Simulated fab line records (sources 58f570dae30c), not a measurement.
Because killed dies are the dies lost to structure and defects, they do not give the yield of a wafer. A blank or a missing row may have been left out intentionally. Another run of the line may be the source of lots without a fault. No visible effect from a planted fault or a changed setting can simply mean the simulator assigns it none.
Which of the tools did it? ; flow berkeley_cmos170 ; 7 lots, 21 wafers sampled, at 4 steps of a route of 331

== WHAT THE GAUGES READ, wafer by wafer ==
UCB170_M1_OVL_MEAS_10.
lot;measured;on;M1_OVL (nm)
L232;day 8 12:05;overlay-01;3 -3 2
L233;day 8 13:08;overlay-01;0 0 -7
L234;day 10 05:10;overlay-02;-1 -6 1
L238;day 10 11:21;overlay-01;8 7 4
L244;day 11 18:55;overlay-01;2 6 3
L252;day 13 04:09;overlay-02;-2 -5 -12
L253;day 13 03:56;overlay-02;7 4 4

== WHICH TOOL RAN EACH LOT (tool, then ch and the chambers of the sampled wafers, then the start) ==
lot;UCB170_PWELL_STRIP_16;UCB170_NVT_STRIP_08;UCB170_GATE_STRIP_16
L232;plasma_asher-01 ch 0,1, day 3 16:45;plasma_asher-02 ch 0,1, day 6 19:54;plasma_asher-03 ch 0,1, day 7 11:10
L233;plasma_asher-01 ch 0,1, day 4 00:23;plasma_asher-03 ch 0,1, day 6 20:43;plasma_asher-02 ch 0,1, day 7 10:53
L234;plasma_asher-01 ch 0,1, day 4 13:57;plasma_asher-03 ch 0,1, day 8 03:37;plasma_asher-02 ch 0,1, day 9 01:52
L238;plasma_asher-04 ch 0,1, day 5 05:56;plasma_asher-02 ch 0,1, day 8 14:08;plasma_asher-02 ch 1, day 9 12:29
L244;plasma_asher-03 ch 0,1, day 6 12:40;plasma_asher-04 ch 0,1, day 9 17:01;plasma_asher-01 ch 0,1, day 10 10:45
L252;plasma_asher-01 ch 0, day 7 19:13;plasma_asher-02 ch 0,1, day 11 05:46;plasma_asher-02 ch 0,1, day 11 22:37
L253;plasma_asher-03 ch 0,1, day 7 23:29;plasma_asher-03 ch 0,1, day 11 05:29;plasma_asher-02 ch 0,1, day 11 23:00
- UCB170_PWELL_STRIP_16: strips in O2.
- UCB170_NVT_STRIP_08: strips in O2.
- UCB170_GATE_STRIP_16: strips in O2.

== THE ANSWER, worked out from the rows above alone ==
Rule: the lots themselves supply what counts as usual. The widest of any qualifying gaps counts: lots, ordered by their means at a reading, are off when they make up no more than a third of the lots, leave a main group of 4 or more, and stand apart from it by 3 or more times the standard deviation of that group's means. If all means in a main group match to the digits the tables above print for the reading, that group is not used. A lot without any number at a reading at which 4 lots or more have one is off too. Any other lot the step has rows for is counted as sound.
Nothing can be told from this: no lot is off at any reading shown.

== WHAT THE SIMULATOR HAD PUT IN ==
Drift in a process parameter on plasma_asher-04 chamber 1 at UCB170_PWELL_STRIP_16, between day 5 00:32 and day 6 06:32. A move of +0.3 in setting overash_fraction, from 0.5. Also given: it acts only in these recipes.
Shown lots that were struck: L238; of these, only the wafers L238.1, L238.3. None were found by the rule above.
